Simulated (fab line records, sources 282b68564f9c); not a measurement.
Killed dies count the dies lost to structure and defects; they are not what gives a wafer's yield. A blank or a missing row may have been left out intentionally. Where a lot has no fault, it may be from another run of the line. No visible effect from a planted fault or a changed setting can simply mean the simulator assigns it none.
fab line records	flow rit_cmos
record: lots: 15	wafers: 45	last_day: 7
route steps=202 shown GATE@97 PSD@157 SILICIDE@167 M1@192
lots that met no fault: taken from a fault-free run of the same line
start_h: hours from the record's opening day to when the first of the lot's shown wafers began	wait_h: hours elapsed since this lot's preceding step	" repeats the value in the row above	L1.1+2: a single row standing in for several wafers	- either no value or no given start	* or withheld: withheld	< > ~ a bound
route shown NAME@n: NAME is a module with steps in the file, n the number in the route of the first one	usual: mean and standard deviation over wafers with no fault	same: alike in all rows	chamber/n: place in a boat	sites: each site's reading	_std_site: standard deviation of those values	_edge_site: mean of outer sites minus mean of inner sites	radius_mm: for every site, how far away it sits from the centre of the wafer	mask NAME#n: copy n	behind: the tool/chamber that last shaped the wafer	hold: what put the lot on hold/how long, in hours/how the hold closed	device: whichever transistor did not switch (one of n, p or np)	end of line: tests run on the same wafers once the route is complete	a step without rows: its recipe alone	killed: not the wafer's yield, but the dies lost to structure and defects at the first sort	map: the dies of a wafer, with x for killed, . for not killed, _ for no die there
set.NAME: setting as actually run; set.NAME@STEP: the setting as run at that earlier step	model.NAME: the simulator's own value behind a step, which no gauge read
a sample of lots followed through the steps of the route, with each step as a table and each wafer as a row
services: a tool's chamber out of use, with start hour (start_h, from the record's first day; less than 0 if before it), hours out, and reason
== steps ==
step: RIT_GATE_CD_MEAS_90
recipe: target_cd_nm: 150
usual: cd_nm: 149.6/2
lot.wafer	tool	chamber	start_h	wait_h	cd_nm
L361.2	cd_sem-02	-	38.01	0.1	151.5
L361.4	"	-	"	"	149.6
L361.5	"	-	"	"	149.4
L362.1	cd_sem-02	-	42.33	0.1	144.1
L362.4	"	-	"	"	145.4
L362.6	"	-	"	"	145.0
L363.1	cd_sem-01	-	53.84	0.1	149.9
L363.3	"	-	"	"	145.7
L363.5	"	-	"	"	147.1
L364.2	cd_sem-01	-	56.85	0.1	149.5
L364.3	"	-	"	"	149.5
L364.6	"	-	"	"	149.1
L366.1	cd_sem-01	-	65.04	0.1	151.3
L366.2	"	-	"	"	150.0
L366.6	"	-	"	"	151.6
L367.4	cd_sem-01	-	69.28	0.1	152.8
L367.5	"	-	"	"	151.6
L367.6	"	-	"	"	149.6
L368.1	cd_sem-02	-	78.92	0.1	152.3
L368.3	"	-	"	"	150.5
L368.6	"	-	"	"	151.8
L369.2	cd_sem-01	-	82.27	0.1	146.8
L369.5	"	-	"	"	148.1
L369.6	"	-	"	"	148.5
L372.1	cd_sem-02	-	95.89	0.1	147.0
L372.3	"	-	"	"	149.5
L372.5	"	-	"	"	146.0
L373.1	cd_sem-01	-	100.43	0.1	151.7
L373.5	"	-	"	"	150.5
L373.6	"	-	"	"	150.4
L374.1	cd_sem-02	-	106.25	0.1	149.9
L374.2	"	-	"	"	150.0
L374.6	"	-	"	"	152.2
L377.1	cd_sem-01	-	119.19	0.1	151.2
L377.3	"	-	"	"	149.2
L377.4	"	-	"	"	151.2
L381.2	cd_sem-01	-	137.32	0.1	150.0
L381.3	"	-	"	"	149.8
L381.5	"	-	"	"	148.7
L382.2	cd_sem-01	-	148.34	0.1	148.6
L382.5	"	-	"	"	148.6
L382.6	"	-	"	"	151.1
L384.2	cd_sem-01	-	156.53	0.1	150.9
L384.3	"	-	"	"	149.2
L384.4	"	-	"	"	151.0
step: RIT_SDANNEAL_RS_MEAS_04
recipe: thk_meas_gauge: four-point-probe
usual: PSD_RS: 115.9/0.31
lot.wafer	tool	chamber	start_h	wait_h	PSD_RS[ohm/sq]
L361.2	film_metro-04	-	51.48	0.1	116.0
L361.4	"	-	"	"	116.1
L361.5	"	-	"	"	116.4
L362.1	film_metro-03	-	55.68	0.0	115.9
L362.4	"	-	"	"	115.8
L362.6	"	-	"	"	115.7
L363.1	film_metro-03	-	66.46	0.0	115.7
L363.3	"	-	"	"	115.7
L363.5	"	-	"	"	116.0
L364.2	film_metro-03	-	69.96	0.1	116.1
L364.3	"	-	"	"	115.6
L364.6	"	-	"	"	116.0
L366.1	film_metro-03	-	77.89	0.0	115.6
L366.2	"	-	"	"	115.4
L366.6	"	-	"	"	115.8
L367.4	film_metro-02	-	81.88	0.1	115.9
L367.5	"	-	"	"	115.9
L367.6	"	-	"	"	116.0
L368.1	film_metro-04	-	90.91	0.0	116.1
L368.3	"	-	"	"	116.2
L368.6	"	-	"	"	116.1
L369.2	film_metro-02	-	96.02	0.1	115.8
L369.5	"	-	"	"	115.9
L369.6	"	-	"	"	115.8
L372.1	film_metro-02	-	111.59	0.0	115.6
L372.3	"	-	"	"	115.6
L372.5	"	-	"	"	115.6
L373.1	film_metro-03	-	113.68	0.0	116.3
L373.5	"	-	"	"	116.2
L373.6	"	-	"	"	116.0
L374.1	film_metro-02	-	118.91	0.0	115.9
L374.2	"	-	"	"	115.4
L374.6	"	-	"	"	115.8
L377.1	film_metro-03	-	131.48	0.1	116.4
L377.3	"	-	"	"	116.4
L377.4	"	-	"	"	116.5
L381.2	film_metro-02	-	151.39	0.1	115.4
L381.3	"	-	"	"	115.3
L381.5	"	-	"	"	115.4
L382.2	film_metro-03	-	162.29	0.1	116.0
L382.5	"	-	"	"	116.4
L382.6	"	-	"	"	116.6
L384.2	film_metro-03	-	169.01	0.1	115.7
L384.3	"	-	"	"	115.8
L384.4	"	-	"	"	116.2
step: RIT_SILICIDE_RTA_06
recipe: temp_c: 750	time_s: 10	idle_temp_c: 25	ramp_up_s: 5	ramp_down_s: 10	cool_to_c: 25	ambient: N2
usual: wafer_temp_C_max: 753.1/0.71
lot.wafer	tool	chamber	start_h	wait_h	wafer_temp_C_max
L361.2	rtp_anneal-01	0	52.41	0.0	753.6
L361.4	"	0	"	"	753.6
L361.5	"	0	"	"	752.9
L362.1	rtp_anneal-01	0	56.61	0.0	753.5
L362.4	"	0	"	"	753.2
L362.6	"	0	"	"	753.1
L363.1	rtp_anneal-01	0	67.40	0.0	752.3
L363.3	"	0	"	"	752.8
L363.5	"	0	"	"	752.5
L364.2	rtp_anneal-01	0	70.89	0.0	753.9
L364.3	"	0	"	"	753.3
L364.6	"	0	"	"	753.1
L366.1	rtp_anneal-01	0	78.86	0.0	752.1
L366.2	"	0	"	"	753.0
L366.6	"	0	"	"	752.4
L367.4	rtp_anneal-01	0	82.78	0.0	752.6
L367.5	"	0	"	"	753.4
L367.6	"	0	"	"	753.1
L368.1	rtp_anneal-01	0	91.84	0.0	753.6
L368.3	"	0	"	"	753.7
L368.6	"	0	"	"	752.1
L369.2	rtp_anneal-01	0	96.95	0.0	753.1
L369.5	"	0	"	"	752.6
L369.6	"	0	"	"	752.0
L372.1	rtp_anneal-01	0	112.52	0.0	752.5
L372.3	"	0	"	"	753.9
L372.5	"	0	"	"	752.4
L373.1	rtp_anneal-01	0	114.61	0.0	753.4
L373.5	"	0	"	"	752.3
L373.6	"	0	"	"	752.0
L374.1	rtp_anneal-01	0	119.84	0.0	752.9
L374.2	"	0	"	"	753.8
L374.6	"	0	"	"	753.1
L377.1	rtp_anneal-01	0	132.41	0.0	752.9
L377.3	"	0	"	"	752.4
L377.4	"	0	"	"	752.5
L381.2	rtp_anneal-01	0	152.38	0.0	752.2
L381.3	"	0	"	"	753.4
L381.5	"	0	"	"	752.5
L382.2	rtp_anneal-01	0	163.28	0.0	753.3
L382.5	"	0	"	"	754.4
L382.6	"	0	"	"	753.0
L384.2	rtp_anneal-02	0	169.93	0.0	752.4
L384.3	"	0	"	"	754.8
L384.4	"	0	"	"	753.6
step: RIT_M1_DEVELOP_08
recipe: resist: NOVOLAK	develop_time_s: 68	dev_temp_c: 23
usual: resist_line_temp_C: 22.98/0.091
lot.wafer	tool	chamber	start_h	wait_h	resist_line_temp_C
L361.2	litho_track-03	0	56	-	22.91
L361.4	"	0	"	"	22.75
L361.5	"	0	"	"	22.85
L362.1	litho_track-04	0	60	-	22.87
L362.4	"	0	"	"	22.85
L362.6	"	0	"	"	22.82
L363.1	litho_track-01	0	71	-	23.06
L363.3	"	0	"	"	23.06
L363.5	"	0	"	"	23.03
L364.2	litho_track-03	0	74	-	23.05
L364.3	"	0	"	"	23.02
L364.6	"	0	"	"	23.08
L366.1	litho_track-04	0	82	-	22.96
L366.2	"	0	"	"	23.00
L366.6	"	0	"	"	22.88
L367.4	litho_track-03	0	86	-	23.04
L367.5	"	0	"	"	22.98
L367.6	"	0	"	"	23.14
L368.1	litho_track-03	0	95	-	22.92
L368.3	"	0	"	"	22.93
L368.6	"	0	"	"	22.95
L369.2	litho_track-03	0	100	-	23.07
L369.5	"	0	"	"	22.99
L369.6	"	0	"	"	22.99
L372.1	litho_track-04	0	116	-	22.98
L372.3	"	0	"	"	23.03
L372.5	"	0	"	"	23.04
L373.1	litho_track-03	0	118	-	22.86
L373.5	"	0	"	"	22.90
L373.6	"	0	"	"	22.84
L374.1	litho_track-03	0	123	-	23.07
L374.2	"	0	"	"	23.13
L374.6	"	0	"	"	23.12
L377.1	litho_track-03	0	136	-	22.99
L377.3	"	0	"	"	23.08
L377.4	"	0	"	"	22.99
L381.2	litho_track-04	0	156	-	22.94
L381.3	"	0	"	"	22.89
L381.5	"	0	"	"	23.13
L382.2	litho_track-01	0	166	-	22.99
L382.5	"	0	"	"	23.09
L382.6	"	0	"	"	22.88
L384.2	litho_track-01	0	173	-	23.00
L384.3	"	0	"	"	22.84
L384.4	"	0	"	"	23.06
step: RIT_M1_CD_MEAS_09
recipe: target_cd_nm: 2600
usual: cd_nm: 2600.4/2
lot.wafer	tool	chamber	start_h	wait_h	cd_nm
L361.2	cd_sem-02	-	56.30	-	2598.5
L361.4	"	-	"	"	2599.4
L361.5	"	-	"	"	2598.3
L362.1	cd_sem-02	-	60.38	-	2599.2
L362.4	"	-	"	"	2598.7
L362.6	"	-	"	"	2600.5
L363.1	cd_sem-01	-	71.51	-	2597.7
L363.3	"	-	"	"	2600.0
L363.5	"	-	"	"	2596.6
L364.2	cd_sem-01	-	74.82	-	2598.6
L364.3	"	-	"	"	2601.2
L364.6	"	-	"	"	2601.4
L366.1	cd_sem-01	-	82.91	-	2601.2
L366.2	"	-	"	"	2602.1
L366.6	"	-	"	"	2604.2
L367.4	cd_sem-02	-	86.58	-	2598.3
L367.5	"	-	"	"	2599.2
L367.6	"	-	"	"	2598.6
L368.1	cd_sem-01	-	95.56	-	2603.1
L368.3	"	-	"	"	2600.7
L368.6	"	-	"	"	2602.9
L369.2	cd_sem-02	-	100.79	-	2602.0
L369.5	"	-	"	"	2602.3
L369.6	"	-	"	"	2601.6
L372.1	cd_sem-01	-	116.28	-	2603.6
L372.3	"	-	"	"	2602.0
L372.5	"	-	"	"	2602.9
L373.1	cd_sem-01	-	118.50	-	-
L373.5	"	-	"	"	-
L373.6	"	-	"	"	-
L374.1	cd_sem-01	-	123.75	-	-
L374.2	"	-	"	"	-
L374.6	"	-	"	"	-
L377.1	cd_sem-02	-	136.42	-	-
L377.3	"	-	"	"	-
L377.4	"	-	"	"	-
L381.2	cd_sem-02	-	156.35	-	2602.7
L381.3	"	-	"	"	2601.5
L381.5	"	-	"	"	2600.8
L382.2	cd_sem-01	-	166.94	-	2599.1
L382.5	"	-	"	"	2600.1
L382.6	"	-	"	"	2598.5
L384.2	cd_sem-01	-	173.58	-	2601.6
L384.3	"	-	"	"	2600.2
L384.4	"	-	"	"	2601.4
step: RIT_M1_OVL_MEAS_10
usual: M1_OVL: 0.4/1.4
lot.wafer	tool	chamber	start_h	wait_h	M1_OVL[nm]
L361.2	overlay-01	-	56.40	0.1	1.4
L361.4	"	-	"	"	1.3
L361.5	"	-	"	"	2.7
L362.1	overlay-01	-	60.50	0.1	1.2
L362.4	"	-	"	"	0.4
L362.6	"	-	"	"	2.3
L363.1	overlay-02	-	71.63	0.1	1.7
L363.3	"	-	"	"	-2.1
L363.5	"	-	"	"	0.4
L364.2	overlay-02	-	74.92	0.1	-0.9
L364.3	"	-	"	"	-2.3
L364.6	"	-	"	"	0.9
L366.1	overlay-01	-	83.03	0.1	0.2
L366.2	"	-	"	"	-0.5
L366.6	"	-	"	"	2.7
L367.4	overlay-01	-	86.66	0.1	0.9
L367.5	"	-	"	"	4.3
L367.6	"	-	"	"	0.9
L368.1	overlay-02	-	95.68	0.1	-0.5
L368.3	"	-	"	"	-0.8
L368.6	"	-	"	"	0.1
L369.2	overlay-01	-	100.89	0.1	0.3
L369.5	"	-	"	"	-2.1
L369.6	"	-	"	"	-0.7
L372.1	overlay-01	-	116.40	0.1	1.7
L372.3	"	-	"	"	0.7
L372.5	"	-	"	"	1.6
L373.1	overlay-01	-	118.62	0.1	-
L373.5	"	-	"	"	-
L373.6	"	-	"	"	-
L374.1	overlay-01	-	123.87	0.1	-
L374.2	"	-	"	"	-
L374.6	"	-	"	"	-
L377.1	overlay-01	-	136.54	0.1	-
L377.3	"	-	"	"	-
L377.4	"	-	"	"	-
L381.2	overlay-01	-	156.46	0.1	-1.5
L381.3	"	-	"	"	0.6
L381.5	"	-	"	"	-0.9
L382.2	overlay-02	-	167.04	0.1	0.1
L382.5	"	-	"	"	0.0
L382.6	"	-	"	"	0.3
L384.2	overlay-01	-	173.69	0.1	0.7
L384.3	"	-	"	"	-0.7
L384.4	"	-	"	"	0.9
step: RIT_M1_PROBE_99
usual: defect_limited_yield: 97.4/1.2	killed_at_M0_to_M3: 0/0	killed_at_contacts: 0.0/0.22	killed_at_front_end: 7/3.1	killed_dies: 7/3.1	killed_on_rim: 1.8/1.4	killed_open: 3.5/2	killed_short: 3.3/2	sort_bin_3_pad_short: 0.1/0.19	sort_bin_5_function: 1.5/0.87	sort_bin_6_memory: 0.9/0.59	sort_n_pass: 257/3.1	sort_yield_pct: 97.4/1.2
same: gross_dies: 264	killed_at_M4_up: 0	killed_at_back_side: 0	killed_at_other: 0
lot.wafer	tool	chamber	start_h	wait_h	defect_limited_yield[%]	killed_at_M0_to_M3	killed_at_contacts	killed_at_front_end	killed_dies	killed_on_rim	killed_open	killed_short	sort_bin_3_pad_short[%]	sort_bin_5_function[%]	sort_bin_6_memory[%]	sort_n_pass	sort_yield_pct[%]
L361.2	prober-02	-	60.72	0.1	94.7	0	0	14	14	6	9	5	0	2.7	2.7	250	94.7
L361.4	prober-02	-	60.82	0.2	98.1	0	0	5	5	1	2	3	0	0.8	1.1	259	98.1
L361.5	prober-02	-	60.87	0.2	97.7	0	0	6	6	3	4	2	0	1.1	1.1	258	97.7
L362.1	prober-01	-	63.36	0.1	96.6	0	0	9	9	0	4	5	0.4	2.3	0.8	255	96.6
L362.4	prober-01	-	63.51	0.2	98.1	0	0	5	5	1	3	2	0	1.5	0.4	259	98.1
L362.6	prober-01	-	63.61	0.2	97.0	0	0	8	8	2	6	2	0.4	2.3	0.4	256	97.0
L363.1	prober-02	-	74.34	0.1	97.7	0	0	6	6	3	2	4	0.4	1.5	0.4	258	97.7
L363.3	prober-02	-	74.44	0.2	98.1	0	0	5	5	0	2	3	0	1.1	0.8	259	98.1
L363.5	prober-02	-	74.54	0.2	98.1	0	0	5	5	1	3	2	0	1.1	0.8	259	98.1
L364.2	prober-01	-	77.62	0.1	98.1	0	0	5	5	1	4	1	0.4	1.5	0	259	98.1
L364.3	prober-01	-	77.67	0.2	98.9	0	0	3	3	0	2	1	0	0.8	0.4	261	98.9
L364.6	prober-01	-	77.82	0.2	97.0	0	0	8	8	2	4	4	0	1.9	1.1	256	97.0
L366.1	prober-01	-	86.39	0.1	98.1	0	1	4	5	0	2	3	0	0.4	1.5	259	98.1
L366.2	prober-01	-	86.44	0.1	97.0	0	1	7	8	4	4	4	0.4	1.9	0.8	256	97.0
L366.6	prober-01	-	86.64	0.2	99.6	0	1	0	1	1	1	0	0	0	0.4	263	99.6
L367.4	prober-02	-	89.36	0.2	97.0	0	0	8	8	0	2	6	0	2.3	0.8	256	97.0
L367.5	prober-02	-	89.41	0.2	97.7	0	0	6	6	2	1	5	0.4	0.8	1.1	258	97.7
L367.6	prober-02	-	89.46	0.2	98.5	0	0	4	4	1	1	3	0	0.8	0.8	260	98.5
L368.1	prober-01	-	98.67	0.1	97.0	0	0	8	8	1	2	6	0.4	1.5	1.1	256	97.0
L368.3	prober-01	-	98.77	0.2	98.5	0	0	4	4	2	2	2	0	0.8	0.8	260	98.5
L368.6	prober-01	-	98.92	0.2	96.2	0	0	10	10	3	4	6	0.8	1.5	1.5	254	96.2
L369.2	prober-02	-	103.47	0.1	98.5	0	0	4	4	0	3	1	0	0.8	0.8	260	98.5
L369.5	prober-02	-	103.62	0.2	97.0	0	0	8	8	2	4	4	0	1.5	1.5	256	97.0
L369.6	prober-02	-	103.67	0.2	98.5	0	0	4	4	1	2	2	0	0.8	0.8	260	98.5
L372.1	prober-01	-	118.94	0.1	98.1	0	0	5	5	1	1	4	0	1.5	0.4	259	98.1
L372.3	prober-01	-	119.04	0.2	96.2	0	0	10	10	3	3	7	0	2.3	1.5	254	96.2
L372.5	prober-01	-	119.14	0.2	98.5	0	0	4	4	2	2	2	0	0.8	0.8	260	98.5
L373.1	prober-02	-	121.16	0.1	0	260	0	4	264	70	1	3	0	98.9	1.1	0	0
L373.5	prober-02	-	121.36	0.2	0	258	0	6	264	70	2	4	0.4	99.2	0.4	0	0
L373.6	prober-02	-	121.41	0.2	0	257	0	7	264	70	3	4	0	97.7	2.3	0	0
L374.1	prober-01	-	126.41	0.1	0	255	0	9	264	70	4	5	0.8	98.5	0.8	0	0
L374.2	prober-01	-	126.46	0.1	0	254	0	10	264	70	5	5	0	98.5	1.5	0	0
L374.6	prober-01	-	126.66	0.2	0	254	0	10	264	70	4	6	0.4	99.2	0.4	0	0
L377.1	prober-02	-	139.08	0.1	0	257	0	7	264	70	5	2	0.4	98.5	1.1	0	0
L377.3	prober-02	-	139.18	0.2	0	257	0	7	264	70	4	3	0	98.9	1.1	0	0
L377.4	prober-02	-	139.23	0.2	0	251	0	13	264	70	4	9	0.4	98.9	0.8	0	0
L381.2	prober-02	-	159.04	0.1	97.7	0	0	6	6	2	3	3	0	0.8	1.5	258	97.7
L381.3	prober-02	-	159.09	0.2	98.9	0	0	3	3	0	2	1	0	0.8	0.4	261	98.9
L381.5	prober-02	-	159.19	0.2	98.5	0	0	4	4	1	2	2	0	0.8	0.8	260	98.5
L382.2	prober-01	-	169.82	0.1	98.1	0	0	5	5	2	1	4	0	0.8	1.1	259	98.1
L382.5	prober-01	-	169.97	0.2	98.9	0	0	3	3	0	1	2	0.4	0.8	0	261	98.9
L382.6	prober-01	-	170.02	0.2	99.6	0	0	1	1	0	0	1	0.4	0	0	263	99.6
L384.2	prober-01	-	176.27	0.1	97.3	0	0	7	7	0	2	5	0.4	2.3	0	257	97.3
L384.3	prober-01	-	176.32	0.2	95.1	0	0	13	13	3	9	4	0	3.8	1.1	251	95.1
L384.4	prober-01	-	176.37	0.2	98.1	0	0	5	5	1	3	2	0	1.1	0.8	259	98.1
killed by level:class
L361.2 FOX1:geometric_particle:short=3 FOX1:geometric_particle:open=2 GATE:geometric_particle:open=2 SILICIDE:geometric_particle:open=2 FOX2:geometric_particle:open=1 REOX:geometric_particle:open=1 REOX:geometric_particle:short=1 SPACER:geometric_particle:open=1
L361.4 FOX1:geometric_particle:open=1 GATE:geometric_particle:short=1 REOX:geometric_particle:short=1 SPACER:geometric_particle:open=1 SILICIDE:geometric_particle:short=1
L361.5 FOX2:geometric_particle:open=2 FOX1:geometric_particle:open=1 GATE:geometric_particle:short=1 REOX:geometric_particle:open=1 REOX:geometric_particle:short=1
L362.1 FOX2:geometric_particle:short=2 GATE:geometric_particle:short=2 GATE:geometric_particle:open=2 FOX1:geometric_particle:open=1 SPACER:geometric_particle:short=1 SPACER:geometric_particle:open=1
L362.4 SPACER:geometric_particle:open=2 FOX1:geometric_particle:short=1 GATE:geometric_particle:short=1 GATE:geometric_particle:open=1
L362.6 GATE:geometric_particle:open=3 SPACER:geometric_particle:open=2 FOX2:geometric_particle:open=1 GATE:geometric_particle:short=1 SPACER:geometric_particle:short=1
L363.1 SPACER:geometric_particle:open=2 FOX1:geometric_particle:short=1 FOX2:geometric_particle:short=1 GATE:geometric_particle:short=1 SPACER:geometric_particle:short=1
L363.3 GATE:geometric_particle:short=3 GATE:geometric_particle:open=1 REOX:geometric_particle:open=1
L363.5 GATE:geometric_particle:open=2 REOX:geometric_particle:open=1 REOX:geometric_particle:short=1 SPACER:geometric_particle:short=1
L364.2 GATE:geometric_particle:open=2 FOX1:geometric_particle:open=1 GATE:geometric_particle:short=1 SPACER:geometric_particle:open=1
L364.3 FOX2:geometric_particle:open=1 GATE:geometric_particle:open=1 GATE:geometric_particle:short=1
L364.6 FOX1:geometric_particle:short=1 FOX1:geometric_particle:open=1 FOX2:geometric_particle:short=1 FOX2:geometric_particle:open=1 GATE:geometric_particle:short=1 REOX:geometric_particle:open=1 SILICIDE:geometric_particle:short=1 SILICIDE:geometric_particle:open=1
L366.1 FOX1:geometric_particle:short=1 GATE:geometric_particle:open=1 GATE:geometric_particle:short=1 REOX:geometric_particle:open=1 CONTACT:geometric_particle:short=1
L366.2 GATE:geometric_particle:open=2 GATE:geometric_particle:short=2 FOX2:geometric_particle:open=1 FOX2:geometric_particle:short=1 REOX:geometric_particle:short=1 CONTACT:geometric_particle:open=1
L366.6 CONTACT:geometric_particle:open=1
L367.4 REOX:geometric_particle:short=4 FOX2:geometric_particle:short=1 GATE:geometric_particle:open=1 REOX:geometric_particle:open=1 SPACER:geometric_particle:short=1
L367.5 GATE:geometric_particle:short=2 SPACER:geometric_particle:short=2 FOX1:geometric_particle:short=1 FOX1:geometric_particle:open=1
L367.6 SPACER:geometric_particle:short=2 FOX2:geometric_particle:short=1 SPACER:geometric_particle:open=1
L368.1 GATE:geometric_particle:short=2 REOX:geometric_particle:short=2 SILICIDE:geometric_particle:short=2 FOX1:geometric_particle:open=1 SPACER:geometric_particle:open=1
L368.3 REOX:geometric_particle:short=2 FOX2:geometric_particle:open=1 SPACER:geometric_particle:open=1
L368.6 SILICIDE:geometric_particle:short=3 SILICIDE:geometric_particle:open=2 FOX1:geometric_particle:short=1 FOX2:geometric_particle:short=1 GATE:geometric_particle:open=1 SPACER:geometric_particle:short=1 SPACER:geometric_particle:open=1
L369.2 GATE:geometric_particle:open=1 REOX:geometric_particle:short=1 REOX:geometric_particle:open=1 SPACER:geometric_particle:open=1
L369.5 GATE:geometric_particle:short=2 GATE:geometric_particle:open=2 FOX2:geometric_particle:short=1 REOX:geometric_particle:short=1 REOX:geometric_particle:open=1 SILICIDE:geometric_particle:open=1
L369.6 FOX1:geometric_particle:short=1 GATE:geometric_particle:open=1 SPACER:geometric_particle:open=1 SPACER:geometric_particle:short=1
L372.1 REOX:geometric_particle:short=2 GATE:geometric_particle:short=1 SPACER:geometric_particle:short=1 SILICIDE:geometric_particle:open=1
L372.3 GATE:geometric_particle:short=4 GATE:geometric_particle:open=2 REOX:geometric_particle:short=2 FOX1:geometric_particle:open=1 SILICIDE:geometric_particle:short=1
L372.5 FOX1:geometric_particle:short=1 FOX2:geometric_particle:open=1 GATE:geometric_particle:short=1 GATE:geometric_particle:open=1
L373.1 M1:area_develop=260 FOX2:geometric_particle:short=1 GATE:geometric_particle:open=1 GATE:geometric_particle:short=1 SPACER:geometric_particle:short=1
L373.5 M1:area_develop=258 GATE:geometric_particle:short=2 FOX1:geometric_particle:short=1 FOX2:geometric_particle:open=1 REOX:geometric_particle:short=1 SPACER:geometric_particle:open=1
L373.6 M1:area_develop=257 FOX2:geometric_particle:short=2 GATE:geometric_particle:open=2 GATE:geometric_particle:short=2 SPACER:geometric_particle:open=1
L374.1 M1:area_develop=255 GATE:geometric_particle:open=3 FOX1:geometric_particle:short=1 FOX2:geometric_particle:short=1 REOX:geometric_particle:short=1 REOX:geometric_particle:open=1 SPACER:geometric_particle:short=1 SILICIDE:geometric_particle:short=1
L374.2 M1:area_develop=254 FOX1:geometric_particle:open=2 SPACER:geometric_particle:open=2 SPACER:geometric_particle:short=1 FOX1:geometric_particle:short=1 FOX2:geometric_particle:short=1 GATE:geometric_particle:short=1 REOX:geometric_particle:open=1
L374.6 M1:area_develop=254 GATE:geometric_particle:short=4 REOX:geometric_particle:open=2 FOX1:geometric_particle:open=1 FOX1:geometric_particle:short=1 FOX2:geometric_particle:short=1 SILICIDE:geometric_particle:open=1
L377.1 M1:area_develop=257 FOX1:geometric_particle:open=2 SPACER:geometric_particle:open=2 FOX1:geometric_particle:short=1 GATE:geometric_particle:open=1 GATE:geometric_particle:short=1
L377.3 M1:area_develop=257 FOX1:geometric_particle:short=1 FOX1:geometric_particle:open=1 GATE:geometric_particle:open=1 GATE:geometric_particle:short=1 REOX:geometric_particle:open=1 SPACER:geometric_particle:short=1 SPACER:geometric_particle:open=1
L377.4 M1:area_develop=251 GATE:geometric_particle:short=5 GATE:geometric_particle:open=3 FOX1:geometric_particle:short=2 FOX1:geometric_particle:open=1 REOX:geometric_particle:short=1 SILICIDE:geometric_particle:short=1
L381.2 GATE:geometric_particle:open=3 GATE:geometric_particle:short=2 FOX1:geometric_particle:short=1
L381.3 FOX1:geometric_particle:short=1 FOX2:geometric_particle:open=1 REOX:geometric_particle:open=1
L381.5 FOX1:geometric_particle:short=2 GATE:geometric_particle:open=1 SPACER:geometric_particle:open=1
L382.2 GATE:geometric_particle:short=3 GATE:geometric_particle:open=1 SPACER:geometric_particle:short=1
L382.5 GATE:geometric_particle:short=1 SPACER:geometric_particle:short=1 SPACER:geometric_particle:open=1
L382.6 FOX1:geometric_particle:short=1
L384.2 FOX1:geometric_particle:short=4 GATE:geometric_particle:short=1 REOX:geometric_particle:open=1 SPACER:geometric_particle:open=1
L384.3 GATE:geometric_particle:open=5 GATE:geometric_particle:short=3 REOX:geometric_particle:open=2 FOX1:geometric_particle:open=1 FOX1:geometric_particle:short=1 SPACER:geometric_particle:open=1
L384.4 FOX1:geometric_particle:short=2 GATE:geometric_particle:open=2 SPACER:geometric_particle:open=1
== services ==
tool	chamber	start_h	hours	kind
rtp_anneal-02	-	40.41	84.2	pm
== key ==
first_sign: step: RIT_M1_CD_MEAS_09	reading: cd_nm	direction: missing
effect: step: RIT_M1_OVL_MEAS_10	reading: M1_OVL	direction: missing
effect: step: RIT_M1_PROBE_99	reading: killed_at_M0_to_M3	direction: up	sigmas: 99+	usual: 0	struck: 255.9
more_kills_born_at: RIT_M1_DEVELOP_08@litho_track-03: 2303
met_at RIT_M1_DEVELOP_08
struck_lots L373,L374,L377
later_rows_left_out L373.1,L373.5,L373.6,L374.1,L374.2,L374.6,L377.1,L377.3,L377.4
not_acting_at RIT_GATE_CD_MEAS_90,RIT_SDANNEAL_RS_MEAS_04,RIT_SILICIDE_RTA_06
onset_between 100 118
fault: kind: process_parameter_drift	tool: litho_track-03	chamber: -	onset_h: 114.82	steps: RIT_M1_DEVELOP_08	channel: develop_time_s	offset: *	shape: step	end_h: 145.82	acts_in: *	stated: *
later_rows_left_out: the simulator's readings of these wafers behind a module that went badly wrong aren't trusted and aren't shown, but for the sort
